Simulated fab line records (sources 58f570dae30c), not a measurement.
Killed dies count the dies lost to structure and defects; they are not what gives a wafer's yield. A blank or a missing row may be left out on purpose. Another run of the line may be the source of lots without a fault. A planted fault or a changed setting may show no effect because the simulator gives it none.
fab line records	flow berkeley_cmos170
[record] lots = 7	wafers = 21	last_day = 12
route steps=331 shown PLDD@156 NLDD@158
lots untouched by any fault: they come from a run of this same line in which no faults occurred
start_h: hours from the record's opening day to when the first of the lot's shown wafers began	wait_h: how many hours have passed since the lot's step before this one	" the same as in the row above	L1.1+2: a row that stands for several wafers	- value missing, or start not given	* or withheld: withheld	< > ~ a bound
route shown NAME@n: names a module that has steps shown in the file, with the first one's number in the route	usual: mean and standard deviation over wafers with no fault	same: alike in all rows	chamber/n: place in a boat	sites: readings site by site	_std_site: their standard deviation	_edge_site: the outer-site mean with the inner-site mean subtracted	radius_mm: how far each site lies from the wafer's centre	mask NAME#n: copy n	behind: the most recent tool/chamber to have shaped the wafer	hold: what put the lot on hold/how long, in hours/how the hold closed	device: which transistor (n, p or np) failed to switch	end of line: the tests these same wafers got at the end of their route	a step given without rows: its recipe and nothing more	killed: the dies lost at the first sort to structure and to defects; this is not the yield of the wafer	map: dies across one wafer; x = killed, . = not, _ = none there
set.NAME: the setting that was run; set.NAME@STEP: the one run at that earlier step	model.NAME: the simulator's own value behind a step, which no gauge read
lots at some steps of the route; a table a step, a row a wafer
services: when a tool's chamber went out of use (start_h, in hours from the record's first day, below 0 if earlier), for how many hours, and the reason
[[steps]]
[step UCB170_PLDD_TW_MEAS_11]
[usual] PLDD_TW = 1013/11
lot.wafer	tool	chamber	start_h	wait_h	PLDD_TW
L283.1	film_metro-01	-	136.52	0.1	1014
L283.2	"	-	"	"	1013
L283.5	"	-	"	"	1017
L287.1	film_metro-04	-	162.69	0.1	1019
L287.2	"	-	"	"	1024
L287.4	"	-	"	"	1021
L291.1	film_metro-02	-	191.50	0.1	1004
L291.3	"	-	"	"	1002
L291.6	"	-	"	"	998
L294.2	film_metro-01	-	202.66	0.1	1022
L294.3	"	-	"	"	1023
L294.6	"	-	"	"	1021
L295.2	film_metro-01	-	207.15	0.1	1021
L295.3	"	-	"	"	1014
L295.6	"	-	"	"	1014
L297.1	film_metro-04	-	207.38	0.1	1020
L297.3	"	-	"	"	1017
L297.4	"	-	"	"	1026
L303.2	film_metro-04	-	245.33	0.1	1020
L303.3	"	-	"	"	1016
L303.5	"	-	"	"	1020
[step UCB170_PLDD_CLEAN_12]
[recipe] chemistry = SPM	temp_c = 120	time_s = 600
[step UCB170_NLDD_HMDS_00]
[recipe] prime_time_s = 60	prime_temp_c = 100
[step UCB170_NLDD_COAT_01]
[recipe] resist = KrF	spin_rpm = 1500	resist_thk_nm = 900
[step UCB170_NLDD_SOFTBAKE_02]
[recipe] resist = KrF	temp_c = 130	time_s = 60
[step UCB170_NLDD_EXPOSE_03]
[recipe] mask_id = NSELECT	na = 0.5	sigma_outer = 0.6	source_shape = conventional	target_cd_nm = 1200	dose_mj = 30
[step UCB170_NLDD_PEB_04]
[recipe] peb_temp_c = 130	peb_time_s = withheld	resist = KrF
[step UCB170_NLDD_DEVELOP_05]
[recipe] developer = TMAH	develop_time_s = 45	resist = KrF	dev_temp_c = 21
[step UCB170_NLDD_CD_MEAS_06]
[recipe] target_cd_nm = 1200
[usual] cd_nm = 1200.1/1.5
lot.wafer	tool	chamber	start_h	wait_h	cd_nm
L283.1	cd_sem-01	-	138.06	-	1200.7
L283.2	"	-	"	"	1200.8
L283.5	"	-	"	"	1200.9
L287.1	cd_sem-01	-	163.77	-	1201.1
L287.2	"	-	"	"	1200.7
L287.4	"	-	"	"	1199.7
L291.1	cd_sem-01	-	193.77	-	1200.3
L291.3	"	-	"	"	1201.9
L291.6	"	-	"	"	1200.5
L294.2	cd_sem-02	-	204.06	-	1198.6
L294.3	"	-	"	"	1198.0
L294.6	"	-	"	"	1199.5
L297.1	cd_sem-01	-	210.00	-	1201.2
L297.3	"	-	"	"	1201.6
L297.4	"	-	"	"	1201.1
L295.2	cd_sem-01	-	210.28	-	1202.4
L295.3	"	-	"	"	1201.7
L295.6	"	-	"	"	1201.6
L303.2	cd_sem-02	-	246.59	-	1199.5
L303.3	"	-	"	"	1198.3
L303.5	"	-	"	"	1198.1
[step UCB170_NLDD_OVL_MEAS_07]
[usual] NLDD_OVL = 3/5.7
lot.wafer	tool	chamber	start_h	wait_h	NLDD_OVL[nm]
L283.1	overlay-02	-	138.18	0.1	4
L283.2	"	-	"	"	7
L283.5	"	-	"	"	11
L287.1	overlay-02	-	163.89	0.1	5
L287.2	"	-	"	"	5
L287.4	"	-	"	"	5
L291.1	overlay-02	-	193.89	0.1	0
L291.3	"	-	"	"	-4
L291.6	"	-	"	"	-3
L294.2	overlay-01	-	204.17	0.1	4
L294.3	"	-	"	"	-3
L294.6	"	-	"	"	3
L297.1	overlay-01	-	210.12	0.1	-4
L297.3	"	-	"	"	4
L297.4	"	-	"	"	9
L295.2	overlay-01	-	210.39	0.1	-2
L295.3	"	-	"	"	2
L295.6	"	-	"	"	5
L303.2	overlay-02	-	246.69	0.1	3
L303.3	"	-	"	"	1
L303.5	"	-	"	"	0
[step UCB170_NLDD_IMPLANT_08]
[recipe] species = As	dose_cm2 = 5e+13	energy_kev = 30	tilt_deg = 7	rotation_deg = 0
[step UCB170_NLDD_IMPLANT_09]
[recipe] species = As	dose_cm2 = 5e+13	energy_kev = 30	tilt_deg = 7	rotation_deg = 180
[step UCB170_NLDD_STRIP_10]
[recipe] chemistry = O2	power_w = 400	pressure_mtorr = 3500	platen_temp_c = withheld	o2_flow_sccm = 400	overash_fraction = 0.5
[usual] chamber_pressure_mTorr = 3500/3.1	drypump_motor_current_A = 5.88/0.24	oes_product_au = 0.734/0.0045	strip_time_to_endpoint_s = 21.59/0.064
lot.wafer	tool	chamber	start_h	wait_h	chamber_pressure_mTorr	drypump_motor_current_A	oes_product_au	rf_hours_counter_h	strip_time_to_endpoint_s	model.KrF_of_NLDD_COAT_01.thk_nm
L283.1	plasma_asher-04	0	138.51	0.1	3501	5.86	0.732	45	21.53	0
L283.2	"	1	"	"	3504	5.62	0.737	45	21.54	0
L283.5	"	0	"	"	3498	5.87	0.736	-	21.49	0
L287.1	plasma_asher-04	1	164.22	0.1	3499	5.67	0.733	48	21.60	0
L287.2	"	0	"	"	3499	5.84	0.742	48	21.47	0
L287.4	"	0	"	"	3496	5.84	0.735	-	21.49	0
L291.1	plasma_asher-03	0	194.22	0.1	-	-	-	-	-	884.8
L291.3	"	0	"	"	-	-	-	-	-	885.5
L291.6	"	1	"	"	-	-	-	-	-	881.6
L294.2	plasma_asher-01	0	204.50	0.1	-	-	-	-	-	883.5
L294.3	"	1	"	"	-	-	-	-	-	883.6
L294.6	"	0	"	"	-	-	-	-	-	883.4
L297.1	plasma_asher-04	1	210.45	0.1	-	-	-	-	-	882.8
L297.3	"	0	"	"	-	-	-	-	-	884.7
L297.4	"	1	"	"	-	-	-	-	-	881.4
L295.2	plasma_asher-04	0	210.72	0.1	3499	5.85	0.738	53	21.60	0
L295.3	"	1	"	"	3500	5.65	0.732	-	21.55	0
L295.6	"	0	"	"	3503	5.83	0.736	-	21.62	0
L303.2	plasma_asher-04	0	247.02	0.1	3503	5.83	0.733	57	21.58	0
L303.3	"	0	"	"	3497	5.83	0.729	-	21.53	0
L303.5	"	0	"	"	3501	5.83	0.738	-	21.50	0
[step UCB170_NLDD_TW_MEAS_11]
[usual] NLDD_TW = 2227/25
lot.wafer	tool	chamber	start_h	wait_h	NLDD_TW
L283.1	film_metro-01	-	138.61	0.1	2240
L283.2	"	-	"	"	2238
L283.5	"	-	"	"	2244
L287.1	film_metro-04	-	164.32	0.1	2244
L287.2	"	-	"	"	2254
L287.4	"	-	"	"	2258
L291.1	film_metro-02	-	194.32	0.1	2203
L291.3	"	-	"	"	2191
L291.6	"	-	"	"	2200
L294.2	film_metro-01	-	204.61	0.1	2233
L294.3	"	-	"	"	2231
L294.6	"	-	"	"	2238
L297.1	film_metro-02	-	210.55	0.1	2199
L297.3	"	-	"	"	2192
L297.4	"	-	"	"	2190
L295.2	film_metro-01	-	210.83	0.1	2233
L295.3	"	-	"	"	2240
L295.6	"	-	"	"	2255
L303.2	film_metro-01	-	247.13	0.1	2241
L303.3	"	-	"	"	2240
L303.5	"	-	"	"	2242
[[services]]
tool	chamber	start_h	hours	kind
plasma_asher-03	-	187.87	1.6	repair
plasma_asher-03	-	194.65	2.0	repair
[[key]]
[first_sign] step = UCB170_NLDD_STRIP_10	reading = tool_record	direction = missing
effect none on later readings
[model_effect] step = UCB170_NLDD_STRIP_10	value = KrF_of_NLDD_COAT_01.thk_nm	without = 0	struck = 883.5
met_at UCB170_NLDD_STRIP_10
struck_wafers L291.1,L291.3,L291.6,L294.2,L294.3,L294.6,L297.1,L297.3,L297.4
later_rows_left_out L291.1,L291.3,L291.6,L294.2,L294.3,L294.6,L297.1,L297.3,L297.4
sort_left_out L291.1,L291.3,L291.6,L294.2,L294.3,L294.6,L297.1,L297.3,L297.4
tester_left_out L291,L294,L297
onset_between 164.22 194.22
[fault] kind = skipped_step_whole	tool = plasma_asher-01,plasma_asher-03,plasma_asher-04	chamber = -	onset_h = 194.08	steps = UCB170_NLDD_STRIP_10	scope = struck_lots_only
// tester_left_out: of these lots the tester's yield and bins aren't shown, on N5 and GAA mostly nor the transistor test; their killed dies are dies lost to structure and defects alone, not to doping, threshold or leakage, so they don't give the yield
// sort_left_out: the simulated sort isn't trusted on such a fault, so these wafers' sort isn't shown, and their yield isn't known
// later_rows_left_out: the simulator's readings of these wafers behind a module that went badly wrong aren't trusted and aren't shown, but for the sort
